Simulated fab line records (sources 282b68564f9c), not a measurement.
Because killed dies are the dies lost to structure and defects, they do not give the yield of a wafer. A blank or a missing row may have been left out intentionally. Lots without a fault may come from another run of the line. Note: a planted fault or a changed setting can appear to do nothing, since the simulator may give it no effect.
Tool commonality check / flow rit_cmos / 12 lots, 36 wafers sampled

WHY IT WAS OPENED
At RIT_PLDD_OVL_MEAS_06 the reading PLDD_OVL is flagged on 3 of 12 lots. No-fault wafers: 0.7 nm, standard deviation 1.4.
Rule: flag the lot when none of its wafers has a number, or when each of its wafers that has one lies beyond 4 standard deviations from that mean. All remaining lots are regarded as sound.

lot=L602; measured=day 3 01:20; on=overlay-02; PLDD_OVL (nm), wafer by wafer=1.8 2.8 2.6; flag=
lot=L603; measured=day 3 06:43; on=overlay-01; PLDD_OVL (nm), wafer by wafer=0.7 0.5 2.1; flag=
lot=L604; measured=day 3 14:19; on=overlay-02; PLDD_OVL (nm), wafer by wafer=-1.6 -1.0 0.8; flag=
lot=L605; measured=day 3 18:50; on=overlay-02; PLDD_OVL (nm), wafer by wafer=0.9 -1.6 0.4; flag=
lot=L606; measured=day 3 23:34; on=overlay-02; PLDD_OVL (nm), wafer by wafer=2.9 1.8 2.2; flag=
lot=L607; measured=day 4 01:29; on=overlay-01; PLDD_OVL (nm), wafer by wafer=-0.4 0.6 2.0; flag=
lot=L611; measured=day 4 20:13; on=overlay-01; PLDD_OVL (nm), wafer by wafer=128.6 129.2 130.3; flag=FLAGGED
lot=L612; measured=day 4 21:56; on=overlay-01; PLDD_OVL (nm), wafer by wafer=133.9 132.9 132.7; flag=FLAGGED
lot=L613; measured=day 5 03:11; on=overlay-02; PLDD_OVL (nm), wafer by wafer=128.8 131.0 129.3; flag=FLAGGED
lot=L617; measured=day 5 22:55; on=overlay-02; PLDD_OVL (nm), wafer by wafer=0.6 0.3 0.9; flag=
lot=L621; measured=day 6 17:53; on=overlay-01; PLDD_OVL (nm), wafer by wafer=3.2 1.8 2.9; flag=
lot=L622; measured=day 6 23:40; on=overlay-02; PLDD_OVL (nm), wafer by wafer=0.5 0.5 -0.2; flag=
On average the flagged lots' numbers are 130.7 nm, which is +130.0 nm against the usual, or +93 standard deviations.

WHICH TOOL RAN EACH LOT
The record holds 1 process step before the reading, out of a route of 202 steps. Each cell gives the tool, then ch followed by the chambers the sampled wafers passed through, then the start.
lot=L602; flag=; RIT_PLDD_EXPOSE_03=iline_stepper-02 ch 0, day 3 00:57
lot=L603; flag=; RIT_PLDD_EXPOSE_03=iline_stepper-02 ch 0, day 3 06:13
lot=L604; flag=; RIT_PLDD_EXPOSE_03=iline_stepper-01 ch 0, day 3 13:55
lot=L605; flag=; RIT_PLDD_EXPOSE_03=iline_stepper-02 ch 0, day 3 18:26
lot=L606; flag=; RIT_PLDD_EXPOSE_03=iline_stepper-02 ch 0, day 3 23:07
lot=L607; flag=; RIT_PLDD_EXPOSE_03=iline_stepper-02 ch 0, day 4 01:07
lot=L611; flag=FLAGGED; RIT_PLDD_EXPOSE_03=iline_stepper-01 ch 0, day 4 19:49
lot=L612; flag=FLAGGED; RIT_PLDD_EXPOSE_03=iline_stepper-01 ch 0, day 4 21:34
lot=L613; flag=FLAGGED; RIT_PLDD_EXPOSE_03=iline_stepper-01 ch 0, day 5 02:49
lot=L617; flag=; RIT_PLDD_EXPOSE_03=iline_stepper-02 ch 0, day 5 22:31
lot=L621; flag=; RIT_PLDD_EXPOSE_03=iline_stepper-02 ch 0, day 6 17:32
lot=L622; flag=; RIT_PLDD_EXPOSE_03=iline_stepper-02 ch 0, day 6 23:16
These steps, and what they do:
- RIT_PLDD_EXPOSE_03: exposes mask M8, target cd 40900 nm.
- RIT_PLDD_OVL_MEAS_06

FLAGGED OVER TOTAL, TOOL BY TOOL (the gauges that took the reading come last)
step=RIT_PLDD_EXPOSE_03; tool=iline_stepper-01; lots run=4; flagged=3; share of the flagged lots=all; sound lots run after its first flagged lot=0
step=RIT_PLDD_EXPOSE_03; tool=iline_stepper-02; lots run=8; flagged=0; share of the flagged lots=none; sound lots run after its first flagged lot=-
step=RIT_PLDD_OVL_MEAS_06; tool=overlay-01; lots run=5; flagged=2; share of the flagged lots=some; sound lots run after its first flagged lot=1 (L621)
step=RIT_PLDD_OVL_MEAS_06; tool=overlay-02; lots run=7; flagged=1; share of the flagged lots=some; sound lots run after its first flagged lot=2 (L617,L622)

WHAT IS ALLOWED BY THE TABLE
1 row of the table ran every flagged lot: iline_stepper-01 at RIT_PLDD_EXPOSE_03.
- iline_stepper-01 at RIT_PLDD_EXPOSE_03 ran 4 lots, 3 of them flagged. It ran its last sound lot, L604, at day 3 13:55 and its first flagged lot, L611, at day 4 19:49: a fault with its onset between the two fits.
What remains is a single tool, iline_stepper-01 at RIT_PLDD_EXPOSE_03.

WHAT THE SIMULATOR HAD PUT IN
Scanner matching overlay: iline_stepper-01, from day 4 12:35 on, at RIT_PLDD_EXPOSE_03. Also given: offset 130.
Shown lots that were struck: L611, L612, L613. The rule above found the same.
